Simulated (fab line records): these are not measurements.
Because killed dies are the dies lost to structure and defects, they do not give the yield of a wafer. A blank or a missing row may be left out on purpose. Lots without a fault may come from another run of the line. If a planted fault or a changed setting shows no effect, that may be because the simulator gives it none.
Struck lot and sound lot, side by side    flow rit-cmos    14 out of 202 route steps
Sound: the wafers L433.1, L433.5, L433.6. Wafers struck: L424.1, L424.2, L424.4. The cause is named last.
For every step that has rows: the tool of each side, followed by ch and its chambers, followed by its first start. Under that, the readings that differ: sound wafers    struck wafers    difference of the means    sigmas: that difference in standard deviations of wafers without a fault.
alike: readings with means less than 2 such deviations apart, plus words and numbers identical on both sides. not compared: withheld readings, readings lacking a value on some wafer, bounds such as >300 that could conceal the same value, and numbers that have no deviation in the record and whose values overlap.
The two part at a step that has a row with sigmas, a row that says differs or no value, or rows on one side only. When numbers do not overlap yet have no deviation, they are printed without sigmas and do not part them. A reading missing from all wafers of one side parts the sides only when that side holds two or more wafers.

first, 4 steps without rows for these wafers: RIT_NLDD_SOFTBAKE_02 (time 60 s); RIT_NLDD_EXPOSE_03 (exposes mask M7, target cd 40700 nm); RIT_NLDD_PEB_04; RIT_NLDD_DEVELOP_05 (develop time 50 s).
RIT_NLDD_OVL_MEAS_06:
  struck on overlay-02, day 5 00:35; sound on overlay-02, day 6 21:56
  alike: NLDD_OVL
then, 2 steps without rows for these wafers: RIT_NLDD_HARDBAKE_07 (time 60 s); RIT_NLDD_IMPLANT_08.
RIT_NLDD_STRIP_09: strips in O2, time 180 s.
  sound on plasma-asher-01 ch 0,1, day 6 22:17; struck on plasma-asher-04 ch 0,1, day 5 00:56
  alike: drypump-motor-current-A
  not compared: rf-hours-counter-h
RIT_NLDD_TW_MEAS_10:
  struck on film-metro-04, day 5 01:06; sound on film-metro-01, day 6 22:27
  alike: NLDD_TW
then, 3 steps without rows for these wafers: RIT_PLDD_HMDS_00 (prime time 60 s); RIT_PLDD_COAT_01 (resist thk 1000 nm); RIT_PLDD_SOFTBAKE_02 (time 60 s).
RIT_PLDD_EXPOSE_03: exposes mask M8, target cd 40900 nm.
  sound on iline-stepper-01 ch 0, day 6 22:58; struck on iline-stepper-01, day 5 01:37
  no value came back on the struck wafers for exposure-dose-mJ-cm2, focus-offset-nm (nm); on the sound wafers exposure-dose-mJ-cm2 reads 250.33 250.32 250.20
  alike: mask
next, for these wafers, 1 step has no rows: RIT_PLDD_PEB_04.

## WHERE THEY PART
At RIT_PLDD_EXPOSE_03 and nowhere else, as far as this record goes.

WHY: the cause the simulator had injected
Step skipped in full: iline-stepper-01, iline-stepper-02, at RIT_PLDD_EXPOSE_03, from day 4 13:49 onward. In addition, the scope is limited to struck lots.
